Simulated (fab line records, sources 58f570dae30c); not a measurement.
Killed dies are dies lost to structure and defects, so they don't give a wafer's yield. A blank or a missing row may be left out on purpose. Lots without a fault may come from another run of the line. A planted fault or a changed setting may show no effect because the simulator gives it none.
One fault seen from 2 desks | flow berkeley_cmos170 | each desk has only its own numbers; what lay behind them comes last

THE TOOL OWNER'S DESK: implanter-02
The tool's own readings at UCB170_PWELL_IMPLANT_15: means of the sampled wafers that have a number, for each lot that ran on this tool. A lot is out of limits, marked OUT, if its mean lies more than 4 standard deviations from the usual mean; the brackets give that distance.
Columns: A = dose_ions_cm2 at UCB170_PWELL_IMPLANT_15, usual 5.001e+12; B = faraday_current_uA at UCB170_PWELL_IMPLANT_15, usual 15.86
lot  | first seen here | A                           | B
L608 | day 3 16:36     | 4.999e+12                   | 15.71
L609 | day 4 00:14     | 4.997e+12                   | 15.90
L610 | day 4 13:48     | 5.003e+12                   | 15.97
L613 | day 5 01:24     | 9.525e+12 (+99 or more) OUT | 29.83 (+48) OUT
L615 | day 5 06:08     | 9.533e+12 (+99 or more) OUT | 29.83 (+48) OUT
L625 | day 7 18:51     | 4.998e+12                   | 15.69
L627 | day 7 19:40     | 5.005e+12                   | 15.80
This desk's finding: out of limits on L613, L615; first on L613, day 5 01:24 (dose_ions_cm2 at UCB170_PWELL_IMPLANT_15). In limits: L608, L609, L610, L625, L627.

THE METROLOGY DESK
What the gauges read, lot by lot, whatever tool the lot ran on: means of the sampled wafers that have a number. A lot is out of limits, marked OUT, if its mean lies more than 4 standard deviations from the usual mean; the brackets give that distance.
Columns: A = NWELL_OVL at UCB170_NWELL_OVL_MEAS_12, usual -2 nm; B = PWELL_TW at UCB170_PWELL_TW_MEAS_17, usual 381; C = PFIELD_TW at UCB170_PFIELD_TW_MEAS_09, usual 604; D = SCREENOX_OXIDE_THK at UCB170_SCREENOX_THK_MEAS_02, usual 14.33 nm
lot  | first seen here | A   | B             | C   | D
L606 | day 2 13:18     | -0  | 376           | 602 | 13.78
L608 | day 2 21:22     | -6  | 380           | 595 | 14.04
L607 | day 2 21:31     | 4   | 385           | 607 | 14.11
L609 | day 3 05:11     | 5   | 375           | 604 | 14.77
L610 | day 3 12:40     | -3  | 385           | 611 | 14.32
L612 | day 3 20:08     | -7  | 378           | 606 | 13.96
L613 | day 4 03:19     | -5  | 456 (+19) OUT | 608 | 14.25
L615 | day 4 11:28     | -2  | 455 (+19) OUT | 610 | 14.77
L621 | day 5 22:11     | -3  | 380           | 600 | 14.40
L622 | day 5 22:26     | 2   | 383           | 605 | 14.14
L625 | day 6 22:54     | -1  | 386           | 602 | 14.02
L628 | day 7 00:47     | -15 | 384           | 607 | 14.25
L627 | day 7 00:58     | 1   | 384           | 607 | 14.50
L629 | day 7 04:05     | -4  | 384           | 594 | 14.42
This desk's finding: out of limits on L613, L615; first on L613, day 5 01:39 (PWELL_TW at UCB170_PWELL_TW_MEAS_17). In limits: L606, L608, L607, L609, L610, L612, L621, L622, L625, L628, L627, L629.

PUT TOGETHER
The tool owner's desk could have raised an alarm at day 5 01:24, on L613, L615.
The metrology desk could have raised an alarm at day 5 01:39, on L613, L615.
Of the lots named, all ran UCB170_PWELL_IMPLANT_15 on implanter-02.

WHAT THE SIMULATOR HAD PUT IN
Process parameter drift: implanter-02, from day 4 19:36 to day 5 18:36, at UCB170_PWELL_IMPLANT_15. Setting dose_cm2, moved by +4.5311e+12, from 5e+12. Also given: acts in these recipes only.
Lots struck among those shown: L613, L615.
Hours from the fault's start to each desk's first reading out of limits: the tool owner's desk, 6; the metrology desk, 6.
